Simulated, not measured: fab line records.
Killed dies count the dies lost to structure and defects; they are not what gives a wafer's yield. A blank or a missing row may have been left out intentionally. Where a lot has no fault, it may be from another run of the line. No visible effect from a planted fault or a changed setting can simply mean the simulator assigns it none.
Lot-split experiment || flow rit_cmos || 23 wafers read across 5 lots, on a route 202 steps long

== SPLIT DETAILS ==
At RIT_ACTIVE_CVD_03 (deposits Si3N4 from SiH2Cl2/NH3, target thk 150 nm, time 1500 s), the setting sih2cl2_flow_sccm was moved away from the recipe's 60 sccm on 15 of the 23 wafers read, by -11.6% to +12.6%. All remaining wafers had this setting at the recipe value.

The file shows no step between the split and the reading.

== THE READING ==
Values of ACTIVE_NITRIDE_THK in nm from RIT_ACTIVE_THK_MEAS_04. On this fab line, fault-free wafers typically give 149.6 nm with a standard deviation of 1.6 nm.

{"wafer": "L077.4", "tool, chamber at the split": "lpcvd-01, 0", "sih2cl2_flow_sccm as run, sccm": 60, "against the recipe": "recipe", "ACTIVE_NITRIDE_THK, nm": 149.3, "against lot-mates on the recipe": "-"}
{"wafer": "L077.5", "tool, chamber at the split": "lpcvd-01, 0", "sih2cl2_flow_sccm as run, sccm": 60, "against the recipe": "recipe", "ACTIVE_NITRIDE_THK, nm": 149.7, "against lot-mates on the recipe": "-"}
{"wafer": "L077.6", "tool, chamber at the split": "lpcvd-01, 0", "sih2cl2_flow_sccm as run, sccm": 60, "against the recipe": "recipe", "ACTIVE_NITRIDE_THK, nm": 149.0, "against lot-mates on the recipe": "-"}
{"wafer": "L082.1", "tool, chamber at the split": "-, -", "sih2cl2_flow_sccm as run, sccm": 60, "against the recipe": "recipe", "ACTIVE_NITRIDE_THK, nm": 149.6, "against lot-mates on the recipe": "-"}
{"wafer": "L082.2", "tool, chamber at the split": "-, -", "sih2cl2_flow_sccm as run, sccm": 60, "against the recipe": "recipe", "ACTIVE_NITRIDE_THK, nm": 149.4, "against lot-mates on the recipe": "-"}
{"wafer": "L082.3", "tool, chamber at the split": "-, -", "sih2cl2_flow_sccm as run, sccm": 60, "against the recipe": "recipe", "ACTIVE_NITRIDE_THK, nm": 149.6, "against lot-mates on the recipe": "-"}
{"wafer": "L082.4", "tool, chamber at the split": "-, -", "sih2cl2_flow_sccm as run, sccm": 60, "against the recipe": "recipe", "ACTIVE_NITRIDE_THK, nm": 149.8, "against lot-mates on the recipe": "-"}
{"wafer": "L082.6", "tool, chamber at the split": "-, -", "sih2cl2_flow_sccm as run, sccm": 60, "against the recipe": "recipe", "ACTIVE_NITRIDE_THK, nm": 149.8, "against lot-mates on the recipe": "-"}
{"wafer": "L083.2", "tool, chamber at the split": "-, -", "sih2cl2_flow_sccm as run, sccm": 67.58, "against the recipe": "+12.6%", "ACTIVE_NITRIDE_THK, nm": 153.6, "against lot-mates on the recipe": "no lot-mate on the recipe"}
{"wafer": "L083.3", "tool, chamber at the split": "-, -", "sih2cl2_flow_sccm as run, sccm": 67.58, "against the recipe": "+12.6%", "ACTIVE_NITRIDE_THK, nm": 154.7, "against lot-mates on the recipe": "no lot-mate on the recipe"}
{"wafer": "L083.4", "tool, chamber at the split": "-, -", "sih2cl2_flow_sccm as run, sccm": 67.58, "against the recipe": "+12.6%", "ACTIVE_NITRIDE_THK, nm": 153.2, "against lot-mates on the recipe": "no lot-mate on the recipe"}
{"wafer": "L083.5", "tool, chamber at the split": "-, -", "sih2cl2_flow_sccm as run, sccm": 67.58, "against the recipe": "+12.6%", "ACTIVE_NITRIDE_THK, nm": 154.5, "against lot-mates on the recipe": "no lot-mate on the recipe"}
{"wafer": "L083.6", "tool, chamber at the split": "-, -", "sih2cl2_flow_sccm as run, sccm": 67.58, "against the recipe": "+12.6%", "ACTIVE_NITRIDE_THK, nm": 154.8, "against lot-mates on the recipe": "no lot-mate on the recipe"}
{"wafer": "L084.1", "tool, chamber at the split": "-, -", "sih2cl2_flow_sccm as run, sccm": 53.7, "against the recipe": "-10.5%", "ACTIVE_NITRIDE_THK, nm": 146.0, "against lot-mates on the recipe": "no lot-mate on the recipe"}
{"wafer": "L084.2", "tool, chamber at the split": "-, -", "sih2cl2_flow_sccm as run, sccm": 53.7, "against the recipe": "-10.5%", "ACTIVE_NITRIDE_THK, nm": 146.5, "against lot-mates on the recipe": "no lot-mate on the recipe"}
{"wafer": "L084.3", "tool, chamber at the split": "-, -", "sih2cl2_flow_sccm as run, sccm": 53.7, "against the recipe": "-10.5%", "ACTIVE_NITRIDE_THK, nm": 145.5, "against lot-mates on the recipe": "no lot-mate on the recipe"}
{"wafer": "L084.5", "tool, chamber at the split": "-, -", "sih2cl2_flow_sccm as run, sccm": 53.7, "against the recipe": "-10.5%", "ACTIVE_NITRIDE_THK, nm": 144.4, "against lot-mates on the recipe": "no lot-mate on the recipe"}
{"wafer": "L084.6", "tool, chamber at the split": "-, -", "sih2cl2_flow_sccm as run, sccm": 53.7, "against the recipe": "-10.5%", "ACTIVE_NITRIDE_THK, nm": 145.3, "against lot-mates on the recipe": "no lot-mate on the recipe"}
{"wafer": "L085.1", "tool, chamber at the split": "-, -", "sih2cl2_flow_sccm as run, sccm": 53.03, "against the recipe": "-11.6%", "ACTIVE_NITRIDE_THK, nm": 143.6, "against lot-mates on the recipe": "no lot-mate on the recipe"}
{"wafer": "L085.3", "tool, chamber at the split": "-, -", "sih2cl2_flow_sccm as run, sccm": 53.03, "against the recipe": "-11.6%", "ACTIVE_NITRIDE_THK, nm": 144.7, "against lot-mates on the recipe": "no lot-mate on the recipe"}
{"wafer": "L085.4", "tool, chamber at the split": "-, -", "sih2cl2_flow_sccm as run, sccm": 53.03, "against the recipe": "-11.6%", "ACTIVE_NITRIDE_THK, nm": 143.3, "against lot-mates on the recipe": "no lot-mate on the recipe"}
{"wafer": "L085.5", "tool, chamber at the split": "-, -", "sih2cl2_flow_sccm as run, sccm": 53.03, "against the recipe": "-11.6%", "ACTIVE_NITRIDE_THK, nm": 143.6, "against lot-mates on the recipe": "no lot-mate on the recipe"}
{"wafer": "L085.6", "tool, chamber at the split": "-, -", "sih2cl2_flow_sccm as run, sccm": 53.03, "against the recipe": "-11.6%", "ACTIVE_NITRIDE_THK, nm": 145.3, "against lot-mates on the recipe": "no lot-mate on the recipe"}

FIT RESULTS
A straight line over all 23 wafers: ACTIVE_NITRIDE_THK changes by +0.399 nm for each +1% of sih2cl2_flow_sccm; r = +0.98; the points scatter about the line by 0.73 nm.
Too few moved wafers with a lot-mate on the recipe to fit a line net of each lot's own level.

== THE WHOLE CHAIN: every reading that the file lists as answering this split, in the file's order ==
{"step": "RIT_ACTIVE_CVD_03", "what it does": "deposits Si3N4 from SiH2Cl2/NH3, target thk 150 nm, time 1500 s", "reading": "Si3N4_of_ACTIVE_CVD_03.thk_nm (the simulator's own value, which no gauge read)", "change (the file's fit)": "+0.401 nm for each +1% of the setting", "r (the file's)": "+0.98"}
{"step": "RIT_ACTIVE_THK_MEAS_04", "what it does": "", "reading": "ACTIVE_NITRIDE_THK", "change (the file's fit)": "+0.4 for each +1% of the setting", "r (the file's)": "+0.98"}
{"step": "RIT_ACTIVE_ETCH_13", "what it does": "etches Si3N4 in SF6, stops on SiO2, time 210 s, target depth 210 nm", "reading": "etch.depth_nm (the simulator's own value, which no gauge read)", "change (the file's fit)": "+0.401 nm for each +1% of the setting", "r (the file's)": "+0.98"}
{"step": "RIT_ACTIVE_ETCH_13", "what it does": "etches Si3N4 in SF6, stops on SiO2, time 210 s, target depth 210 nm", "reading": "ACTIVE.feature_depth_nm (the simulator's own value, which no gauge read)", "change (the file's fit)": "+0.412 nm for each +1% of the setting", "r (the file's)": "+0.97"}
{"step": "RIT_FOX2_OXIDATION_00", "what it does": "target thk 350.7 nm, ox time 1130 s", "reading": "Si3N4_of_ACTIVE_CVD_03.thk_nm (the simulator's own value, which no gauge read)", "change (the file's fit)": "+0.363 nm for each +1% of the setting", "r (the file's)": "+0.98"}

== THE FILE'S OWN FIT ==
ACTIVE_NITRIDE_THK changes by +0.4 nm for each +1% of sih2cl2_flow_sccm, r = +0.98.
